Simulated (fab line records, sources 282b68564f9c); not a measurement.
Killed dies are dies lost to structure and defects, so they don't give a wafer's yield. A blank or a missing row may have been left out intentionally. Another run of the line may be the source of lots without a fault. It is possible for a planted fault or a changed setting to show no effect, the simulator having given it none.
fab line records	flow rit-cmos
[record] lots = 6	wafers = 18	last-day = 8
route steps=202 shown M1@184
lots that met no fault: from a run of the same line without faults
start-h: start of the lot's first displayed wafer, in hours after the record's first day	wait-h: hours since the lot's step before	" as in the row above	L1.1+2: several wafers, shown together as one row	- value missing, or start not given	* or withheld: withheld	< > ~ a bound
route shown NAME@n: names a module that has steps shown in the file, with the first one's number in the route	usual: mean and standard deviation over wafers with no fault	same: alike in all rows	chamber/n: place in a boat	sites: per-site readings	_std_site: the values' standard deviation	_edge_site: outer sites' mean less inner sites'	radius-mm: how far each site lies from the wafer's centre	mask NAME#n: copy n	behind: the last tool/chamber to shape the wafer	hold: why the lot was held/for how many hours/how that ended	device: names the non-switching transistor (n, p or np)	end of line: the same wafers' tests at the end of the route	for a step that has no rows: nothing shown but its recipe	killed: the dies lost at the first sort to structure and to defects; this is not the yield of the wafer	map: dies across one wafer; x = killed, . = not, _ = none there
set.NAME: the run value of the setting; set.NAME@STEP: its run value at that earlier step	model.NAME: the simulator's own value behind a step, which no gauge read
certain route steps with their lots: each step a table, each wafer a row
services: from which hour (start-h, from the record's first day; less than 0 if before it) a tool's chamber was out of use, for how many hours, and why
[[steps]]
[step RIT_M1_SPUTTER_00]
[recipe] material = Al	target-thk-nm = 400	power-w = 2000	chamber-pressure-pa = 0.4	gas = Ar	time-s = 500	substrate-temp-c = 25
[usual] throttle-valve-pct = 30.5/0.96
lot.wafer	tool	chamber	start-h	wait-h	throttle-valve-pct
L677.2	pvd-sputter-03	-	89.53	0.0	28.6
L677.4	"	-	"	"	30.1
L677.6	"	-	"	"	28.7
L678.2	pvd-sputter-02	-	95.01	0.0	31.0
L678.5	"	-	"	"	32.0
L678.6	"	-	"	"	29.3
L688.2	pvd-sputter-02	-	141.63	0.0	31.7
L688.5	"	-	"	"	31.0
L688.6	"	-	"	"	29.2
L689.3	pvd-sputter-04	-	148.32	0.0	29.4
L689.5	"	-	"	"	31.1
L689.6	"	-	"	"	30.8
L690.2	pvd-sputter-02	-	151.47	0.0	29.3
L690.4	"	-	"	"	31.9
L690.6	"	-	"	"	29.5
L694.4	pvd-sputter-04	-	183.12	0.0	30.7
L694.5	"	-	"	"	29.7
L694.6	"	-	"	"	29.5
[step RIT_M1_RS_MEAS_01]
[recipe] thk-meas-gauge = four-point-probe	reads = Al_of_M1_SPUTTER_00
[usual] M1_AL_RS = 0.0729/0.00084
lot.wafer	tool	chamber	start-h	wait-h	M1_AL_RS[ohm/sq]
L677.2	film-metro-03	-	89.88	0.2	0.0731
L677.4	"	-	"	"	0.0733
L677.6	"	-	"	"	0.0723
L678.2	film-metro-01	-	95.33	0.2	0.0746
L678.5	"	-	"	"	0.0738
L678.6	"	-	"	"	0.0745
L688.2	film-metro-04	-	141.94	0.2	0.0731
L688.5	"	-	"	"	0.0731
L688.6	"	-	"	"	0.0738
L689.3	film-metro-01	-	148.65	0.2	0.0746
L689.5	"	-	"	"	0.0731
L689.6	"	-	"	"	0.0735
L690.2	film-metro-04	-	151.78	0.2	0.0732
L690.4	"	-	"	"	0.0734
L690.6	"	-	"	"	0.0738
L694.4	film-metro-03	-	183.48	0.2	0.0731
L694.5	"	-	"	"	0.0742
L694.6	"	-	"	"	0.0735
[step RIT_M1_THK_MEAS_02]
[recipe] thk-meas-gauge = xrf	reads = Al_of_M1_SPUTTER_00
[usual] M1_AL_THK = 399/5.9
lot.wafer	tool	chamber	start-h	wait-h	M1_AL_THK[nm]
L677.2	film-metro-03	-	89.99	0.1	399
L677.4	"	-	"	"	401
L677.6	"	-	"	"	405
L678.2	film-metro-01	-	95.44	0.1	388
L678.5	"	-	"	"	390
L678.6	"	-	"	"	386
L688.2	film-metro-04	-	142.05	0.1	401
L688.5	"	-	"	"	401
L688.6	"	-	"	"	399
L689.3	film-metro-01	-	148.75	0.1	389
L689.5	"	-	"	"	397
L689.6	"	-	"	"	395
L690.2	film-metro-04	-	151.89	0.1	402
L690.4	"	-	"	"	402
L690.6	"	-	"	"	399
L694.4	film-metro-03	-	183.57	0.1	400
L694.5	"	-	"	"	391
L694.6	"	-	"	"	397
[step RIT_M1_HMDS_03]
[recipe] prime-time-s = 60	prime-temp-c = 140
[step RIT_M1_COAT_04]
[recipe] resist = NOVOLAK	spin-rpm = 2000	resist-thk-nm = 1300
[step RIT_M1_SOFTBAKE_05]
[recipe] resist = NOVOLAK	temp-c = 90	time-s = 60
[step RIT_M1_EXPOSE_06]
[recipe] mask-id = M12	na = 0.6	source-shape = conventional	sigma-outer = 0.5	target-cd-nm = 2600	dose-mj = 250
[step RIT_M1_PEB_07]
[recipe] resist = NOVOLAK	temp-c = withheld	time-s = withheld
[step RIT_M1_DEVELOP_08]
[recipe] resist = NOVOLAK	develop-time-s = 68	dev-temp-c = 23
[step RIT_M1_CD_MEAS_09]
[recipe] target-cd-nm = 2600
[usual] cd-nm = 2600.0/2.1
lot.wafer	tool	chamber	start-h	wait-h	cd-nm
L677.2	cd-sem-02	-	91.02	-	2600.3
L677.4	"	-	"	"	2600.8
L677.6	"	-	"	"	2600.9
L678.2	cd-sem-01	-	96.51	-	2600.6
L678.5	"	-	"	"	2599.5
L678.6	"	-	"	"	2602.0
L688.2	cd-sem-02	-	143.10	-	2597.7
L688.5	"	-	"	"	2599.1
L688.6	"	-	"	"	2599.1
L689.3	cd-sem-01	-	149.84	-	2596.7
L689.5	"	-	"	"	2597.9
L689.6	"	-	"	"	2595.9
L690.2	cd-sem-01	-	152.97	-	2597.3
L690.4	"	-	"	"	2599.7
L690.6	"	-	"	"	2598.2
L694.4	cd-sem-02	-	184.66	-	2600.7
L694.5	"	-	"	"	2597.8
L694.6	"	-	"	"	2600.3
[step RIT_M1_OVL_MEAS_10]
[usual] M1_OVL = 1.0/1.2
lot.wafer	tool	chamber	start-h	wait-h	M1_OVL[nm]
L677.2	overlay-02	-	91.12	0.1	2.6
L677.4	"	-	"	"	1.5
L677.6	"	-	"	"	2.7
L678.2	overlay-02	-	96.62	0.1	0.8
L678.5	"	-	"	"	1.8
L678.6	"	-	"	"	1.1
L688.2	overlay-02	-	143.20	0.1	2.9
L688.5	"	-	"	"	2.9
L688.6	"	-	"	"	3.2
L689.3	overlay-02	-	149.93	0.1	2.4
L689.5	"	-	"	"	0.9
L689.6	"	-	"	"	1.1
L690.2	overlay-01	-	153.08	0.1	0.3
L690.4	"	-	"	"	-0.6
L690.6	"	-	"	"	1.0
L694.4	overlay-01	-	184.74	0.1	3.9
L694.5	"	-	"	"	1.3
L694.6	"	-	"	"	1.4
[step RIT_M1_HARDBAKE_11]
[recipe] resist = NOVOLAK	temp-c = 140	time-s = 120
[step RIT_M1_METAL_ETCH_12]
[recipe] stop-on = SiO2	chemistry = Cl2/BCl3	target = Al	time-s = 165	over-etch-frac = 0.5	pressure-mtorr = 100	target-depth-a = 6000	rf-w = 250	Cl2_flow_sccm = 60	bcl3-flow-sccm = 50
[usual] bcl3-flow-sccm = 50.01/0.18	drypump-motor-current-A = 5.8/0.49	oes-product-au = 0.779/0.012	rf-fwd-power-W = 248.9/0.78	throttle-valve-pct = 8.31/0.1
[same] over-etch-frac = 0.5
lot.wafer	tool	chamber	start-h	wait-h	bcl3-flow-sccm	drypump-motor-current-A	oes-product-au	rf-fwd-power-W	rf-hours-counter-h	throttle-valve-pct	model.NOVOLAK_of_M1_COAT_04.thk-nm	model.M1.feature-depth-nm	model.etch.depth-nm
L677.2	rie-metal-01	1	91.40	0.2	49.82	4.9	0.791	248.7	4	8.28	811.3	434.5	401.7
L677.4	"	0	"	"	49.75	5.9	0.766	248.8	-	8.30	806.3	433	399.9
L677.6	"	0	"	"	49.97	5.9	0.768	248.9	-	8.31	805.6	439.9	406.5
L678.2	rie-metal-04	0	96.90	0.2	50.02	6.2	0.787	249.0	34	8.46	815.2	425.7	393.9
L678.5	"	0	"	"	50.03	6.2	0.781	248.4	-	8.45	810.1	429.7	397.7
L678.6	"	1	"	"	50.32	6.5	0.761	247.9	-	8.20	809.6	426.1	393.6
L688.2	rie-metal-01	0	143.48	0.2	49.97	5.9	0.720	149.4	5	8.30	937.2	363.9	363.9
L688.5	"	1	"	"	49.85	4.9	0.791	248.2	-	8.28	808	434	401.7
L688.6	"	0	"	"	50.05	6.0	0.727	148.5	-	8.31	936	363.7	363.7
L689.3	rie-metal-02	0	150.26	0.2	49.81	5.8	0.755	248.4	-	8.44	793	427.4	394.1
L689.5	"	1	"	"	49.89	5.7	0.792	249.1	-	8.17	797.6	435.1	401.8
L689.6	"	0	"	"	49.88	5.8	0.764	248.6	-	8.42	791.1	433.7	400.4
L690.2	rie-metal-01	0	153.36	0.2	49.93	5.9	0.732	149.6	5	8.30	936.8	365.3	365.3
L690.4	"	1	"	"	49.95	4.9	0.793	248.3	-	8.28	813.2	433	400.5
L690.6	"	0	"	"	49.98	6.0	0.723	148.8	-	8.29	942.9	365.4	365.4
L694.4	rie-metal-04	0	185.20	0.1	49.94	6.1	0.790	249.6	-	8.45	807.6	434.1	401.8
L694.5	"	0	"	"	49.81	6.2	0.775	248.8	-	8.46	809.4	427.7	395.5
L694.6	"	1	"	"	49.87	6.5	0.772	248.8	-	8.20	807.9	431.1	398.9
[step RIT_M1_STRIP_13]
[recipe] chemistry = nmp	resist = NOVOLAK	temp-c = 80	time-s = 600	dry = n2-spin
[step RIT_M1_STRIP_14]
[recipe] chemistry = O2	time-s = 180	platen-temp-c = withheld	power-w = 500	pressure-mtorr = 4000	o2-flow-sccm = 4000
[usual] drypump-motor-current-A = 5.7/0.52
lot.wafer	tool	chamber	start-h	wait-h	drypump-motor-current-A	rf-hours-counter-h
L677.2	plasma-asher-01	1	91.76	0.0	6.1	25
L677.4	"	1	"	"	6.1	-
L677.6	"	0	"	"	5.6	-
L678.2	plasma-asher-01	0	97.23	0.0	5.6	26
L678.5	"	0	"	"	5.6	-
L678.6	"	1	"	"	6.1	-
L688.2	plasma-asher-02	1	143.82	0.0	5.2	53
L688.5	"	0	"	"	6.5	-
L688.6	"	1	"	"	5.1	-
L689.3	plasma-asher-04	1	150.60	0.1	5.1	-
L689.5	"	0	"	"	5.7	-
L689.6	"	1	"	"	5.1	-
L690.2	plasma-asher-04	0	153.69	0.0	5.7	4
L690.4	"	1	"	"	5.1	-
L690.6	"	1	"	"	5.1	-
L694.4	plasma-asher-02	1	185.54	0.1	5.1	-
L694.5	"	1	"	"	5.2	-
L694.6	"	0	"	"	6.5	-
[step RIT_M1_CD_MEAS_90]
[recipe] target-cd-nm = 2600
[usual] cd-nm = 2600.1/2.8
lot.wafer	tool	chamber	start-h	wait-h	cd-nm
L677.2	cd-sem-01	-	91.95	0.1	2598.7
L677.4	"	-	"	"	2600.8
L677.6	"	-	"	"	2601.7
L678.2	cd-sem-01	-	97.43	0.1	2602.6
L678.5	"	-	"	"	2601.1
L678.6	"	-	"	"	2602.1
L688.2	cd-sem-02	-	144.02	0.1	2612.0
L688.5	"	-	"	"	2598.2
L688.6	"	-	"	"	2616.1
L689.3	cd-sem-01	-	150.76	0.1	2596.2
L689.5	"	-	"	"	2596.4
L689.6	"	-	"	"	2594.4
L690.2	cd-sem-02	-	153.89	0.1	2611.0
L690.4	"	-	"	"	2598.2
L690.6	"	-	"	"	2614.2
L694.4	cd-sem-02	-	185.72	0.1	2603.8
L694.5	"	-	"	"	2602.7
L694.6	"	-	"	"	2603.7
[step RIT_M1_ANNEAL_15]
[recipe] temp-c = 450	time-s = 1800	ambient = forming_gas_H2N2
[step RIT_M1_PROBE_99]
[usual] defect-limited-yield = 97.5/1.1	killed_at_M0_to_M3 = 0/0	killed-at-contacts = 0.1/0.23	killed-at-front-end = 7/3	killed-dies = 7/3	killed-on-rim = 1.8/1.5	killed-open = 3.3/1.8	killed-short = 3.3/2.2	sort_bin_3_pad_short = 0.1/0.23	sort_bin_5_function = 1.5/0.83	sort_bin_6_memory = 0.9/0.6	sort-n-pass = 257/3	sort-yield-pct = 97.5/1.1
[same] gross-dies = 264	killed_at_M4_up = 0	killed-at-back-side = 0	killed-at-other = 0
lot.wafer	tool	chamber	start-h	wait-h	defect-limited-yield[%]	killed_at_M0_to_M3	killed-at-contacts	killed-at-front-end	killed-dies	killed-on-rim	killed-open	killed-short	sort_bin_3_pad_short[%]	sort_bin_5_function[%]	sort_bin_6_memory[%]	sort-n-pass	sort-yield-pct[%]	model.etest.tester.sort-n-pass	model.etest.tester.sort-yield-pct	model.etest.tester.sort_bin_5_pct	model.etest.contact-to-gate.short	model.etest.diode-nplus-comb.short	model.etest.iso-nwell-nwell.short	model.etest.pldd.short	model.etest.pmos_0p3.over-limit
L677.2	prober-01	-	100.82	0.1	97.0	0	0	8	8	2	4	4	0.4	0.8	1.9	256	97.0	256	96.97	0.7576	0	0	0	0	0
L677.4	prober-01	-	100.92	0.2	97.0	0	0	8	8	0	1	7	0	2.3	0.8	256	97.0	256	96.97	2.273	0	0	0	0	0
L677.6	prober-01	-	101.02	0.2	98.5	0	0	4	4	1	3	1	0	0.8	0.8	260	98.5	260	98.48	0.7576	0	0	0	0	0
L678.2	prober-02	-	100.82	0.1	98.5	0	0	4	4	0	2	2	0.4	0.4	0.8	260	98.5	260	98.48	0.3788	0	0	0	0	0
L678.5	prober-02	-	100.97	0.2	98.5	0	0	4	4	0	3	1	0	0.8	0.8	260	98.5	260	98.48	0.7576	0	0	0	0	0
L678.6	prober-02	-	101.02	0.2	98.9	0	0	3	3	0	2	1	0	0.4	0.8	261	98.9	261	98.86	0.3788	0	0	0	0	0
L688.2	prober-01	-	145.79	0.1	0	262	0	2	264	70	1	1	0	99.6	0.4	0	0	0	0	99.62	1	1	1	1	1
L688.5	prober-01	-	145.94	0.2	99.2	0	0	2	2	1	2	0	0	0.4	0.4	262	99.2	262	99.24	0.3788	0	0	0	0	0
L688.6	prober-01	-	145.99	0.2	0	254	1	9	264	70	6	4	0.4	98.1	1.5	0	0	0	0	98.11	1	1	1	1	1
L689.3	prober-02	-	152.56	0.2	95.1	0	0	13	13	5	8	5	0	3.4	1.5	251	95.1	251	95.08	3.409	0	0	0	0	0
L689.5	prober-02	-	152.66	0.2	96.6	0	0	9	9	5	3	6	0	1.1	2.3	255	96.6	255	96.59	1.136	0	0	0	0	0
L689.6	prober-02	-	152.71	0.2	97.7	0	0	6	6	2	2	4	0	2.3	0	258	97.7	258	97.73	2.273	0	0	0	0	0
L690.2	prober-01	-	155.66	0.1	0	256	0	8	264	70	6	2	0.4	98.5	1.1	0	0	0	0	98.48	1	1	1	1	1
L690.4	prober-01	-	155.76	0.2	98.9	0	0	3	3	0	2	1	0	0.8	0.4	261	98.9	261	98.86	0.7576	0	0	0	0	0
L690.6	prober-01	-	155.86	0.2	0	259	1	4	264	70	2	3	0	98.9	1.1	0	0	0	0	98.86	1	1	1	1	1
L694.4	prober-02	-	187.55	0.2	98.9	0	1	2	3	2	2	1	0	0.4	0.8	261	98.9	261	98.86	0.3788	0	0	0	0	0
L694.5	prober-02	-	187.60	0.2	97.7	0	0	6	6	3	4	2	0.4	1.1	0.8	258	97.7	258	97.73	1.136	0	0	0	0	0
L694.6	prober-02	-	187.65	0.2	97.3	0	0	7	7	4	4	3	0	1.1	1.5	257	97.3	257	97.35	1.136	0	0	0	0	0
// killed by level:class
L677.2 GATE:geometric-particle:short=3 FOX1:geometric-particle:open=2 FOX1:geometric-particle:short=1 GATE:geometric-particle:open=1 SPACER:geometric-particle:open=1
L678.2 GATE:geometric-particle:open=2 GATE:geometric-particle:short=2
L677.4 FOX1:geometric-particle:short=3 SPACER:geometric-particle:short=2 FOX1:geometric-particle:open=1 FOX2:geometric-particle:short=1 SILICIDE:geometric-particle:short=1
L678.5 GATE:geometric-particle:open=2 FOX1:geometric-particle:open=1 GATE:geometric-particle:short=1
L677.6 GATE:geometric-particle:open=1 SPACER:geometric-particle:short=1 SPACER:geometric-particle:open=1 SILICIDE:geometric-particle:open=1
L678.6 FOX1:geometric-particle:open=1 SPACER:geometric-particle:open=1 SILICIDE:geometric-particle:short=1
L688.2 M1:area-etch=262 FOX1:geometric-particle:short=1 GATE:geometric-particle:open=1
L688.5 FOX1:geometric-particle:open=1 GATE:geometric-particle:open=1
L688.6 M1:area-etch=254 FOX1:geometric-particle:short=2 GATE:geometric-particle:open=2 SILICIDE:geometric-particle:open=2 FOX2:geometric-particle:open=1 GATE:geometric-particle:short=1 SILICIDE:geometric-particle:short=1 CONTACT:geometric-particle:open=1
L689.3 GATE:geometric-particle:open=3 GATE:geometric-particle:short=2 SPACER:geometric-particle:short=2 SPACER:geometric-particle:open=2 SILICIDE:geometric-particle:open=2 FOX1:geometric-particle:open=1 FOX1:geometric-particle:short=1
L689.5 GATE:geometric-particle:short=3 FOX2:geometric-particle:short=2 GATE:geometric-particle:open=2 SPACER:geometric-particle:open=1 SPACER:geometric-particle:short=1
L689.6 FOX1:geometric-particle:short=2 FOX2:geometric-particle:short=1 GATE:geometric-particle:open=1 SILICIDE:geometric-particle:open=1 SILICIDE:geometric-particle:short=1
L690.2 M1:area-etch=256 REOX:geometric-particle:open=3 FOX1:geometric-particle:open=2 REOX:geometric-particle:short=2 FOX2:geometric-particle:open=1
L690.4 GATE:geometric-particle:open=1 SPACER:geometric-particle:short=1 SILICIDE:geometric-particle:open=1
L690.6 M1:area-etch=259 SPACER:geometric-particle:short=2 FOX1:geometric-particle:open=1 SILICIDE:geometric-particle:short=1 CONTACT:geometric-particle:open=1
L694.4 GATE:geometric-particle:open=2 CONTACT:geometric-particle:short=1
L694.5 FOX2:geometric-particle:short=2 GATE:geometric-particle:open=2 FOX1:geometric-particle:open=1 REOX:geometric-particle:open=1
L694.6 FOX1:geometric-particle:open=2 GATE:geometric-particle:short=2 GATE:geometric-particle:open=1 REOX:geometric-particle:open=1 SILICIDE:geometric-particle:short=1
// map L688.2 (x killed, . not)
________xxxxxxx_______
_____xxxxxxxxxxxxx____
____xxxxxxxxxxxxxxx___
___xxxxxxxxxxxxxxxxx__
__xxxxxxxxxxxxxxxxxxx_
__xxxxxxxxxxxxxxxxxxx_
_xxxxxxxxxxxxxxxxxxxxx
_xxxxxxxxxxxxxxxxxxxxx
_xxxxxxxxxxxxxxxxxxxxx
_xxxxxxxxxxxxxxxxxxxxx
__xxxxxxxxxxxxxxxxxxx_
__xxxxxxxxxxxxxxxxxxx_
___xxxxxxxxxxxxxxxxx__
____xxxxxxxxxxxxxxx___
_____xxxxxxxxxxxxx____
________xxxxxxx_______
// map L690.2 (x killed, . not)
________xxxxxxx_______
_____xxxxxxxxxxxxx____
____xxxxxxxxxxxxxxx___
___xxxxxxxxxxxxxxxxx__
__xxxxxxxxxxxxxxxxxxx_
__xxxxxxxxxxxxxxxxxxx_
_xxxxxxxxxxxxxxxxxxxxx
_xxxxxxxxxxxxxxxxxxxxx
_xxxxxxxxxxxxxxxxxxxxx
_xxxxxxxxxxxxxxxxxxxxx
__xxxxxxxxxxxxxxxxxxx_
__xxxxxxxxxxxxxxxxxxx_
___xxxxxxxxxxxxxxxxx__
____xxxxxxxxxxxxxxx___
_____xxxxxxxxxxxxx____
________xxxxxxx_______
[[services]]
tool	chamber	start-h	hours	kind
rie-metal-02	-	82.77	1.4	pm
rie-metal-02	-	87.37	15.6	pm
plasma-asher-04	-	108.75	9.0	pm
plasma-asher-04	0	108.75	9.0	vent-cycle
plasma-asher-04	1	108.75	9.0	vent-cycle
rie-metal-04	-	109.57	0.1	repair
plasma-asher-04	0	117.75	-	clean
plasma-asher-04	1	117.75	-	clean
rie-metal-01	-	133.48	1.4	pm
rie-metal-04	-	136.12	20.0	pm
rie-metal-04	0	136.12	20.0	vent-cycle
rie-metal-04	1	136.12	20.0	vent-cycle
pvd-sputter-02	-	138.72	1.9	repair
pvd-sputter-04	-	151.10	10.1	repair
rie-metal-04	0	156.12	-	clean
rie-metal-04	1	156.12	-	clean
[[key]]
[first-sign] step = RIT_M1_METAL_ETCH_12	reading = rf-fwd-power-W	direction = down	sigmas = 99+	usual = 248.9	struck = 149.1
[effect] step = RIT_M1_METAL_ETCH_12	reading = oes-product-au	direction = down	sigmas = 4.5	usual = 0.779	struck = 0.726
[effect] step = RIT_M1_CD_MEAS_90	reading = cd-nm	direction = up	sigmas = 4.7	usual = 2600.1	struck = 2613.3
[effect] step = RIT_M1_PROBE_99	reading = killed_at_M0_to_M3	direction = up	sigmas = 99+	usual = 0	struck = 257.8
[model-effect] step = RIT_M1_METAL_ETCH_12	value = NOVOLAK_of_M1_COAT_04.thk-nm	without = 804.5	struck = 938.2
[model-effect] step = RIT_M1_PROBE_99	value = etest.tester.sort-n-pass	without = 257.8	struck = 0
[more-kills-born-at] RIT_M1_METAL_ETCH_12@rie-metal-01 = 1031
met-at RIT_M1_METAL_ETCH_12
struck-wafers L688.2,L688.6,L690.2,L690.6
later-rows-left-out L688.2,L688.6,L690.2,L690.6
onset-between 91.40 143.48
[fault] kind = process-parameter-drift	tool = rie-metal-01	chamber = 0	onset-h = 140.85	steps = RIT_M1_METAL_ETCH_12	channel = rf-w	offset = -100	shape = step	end-h = 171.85	stated = 250
// later-rows-left-out: the simulator's readings of these wafers behind a module that went badly wrong aren't trusted and aren't shown, but for the sort
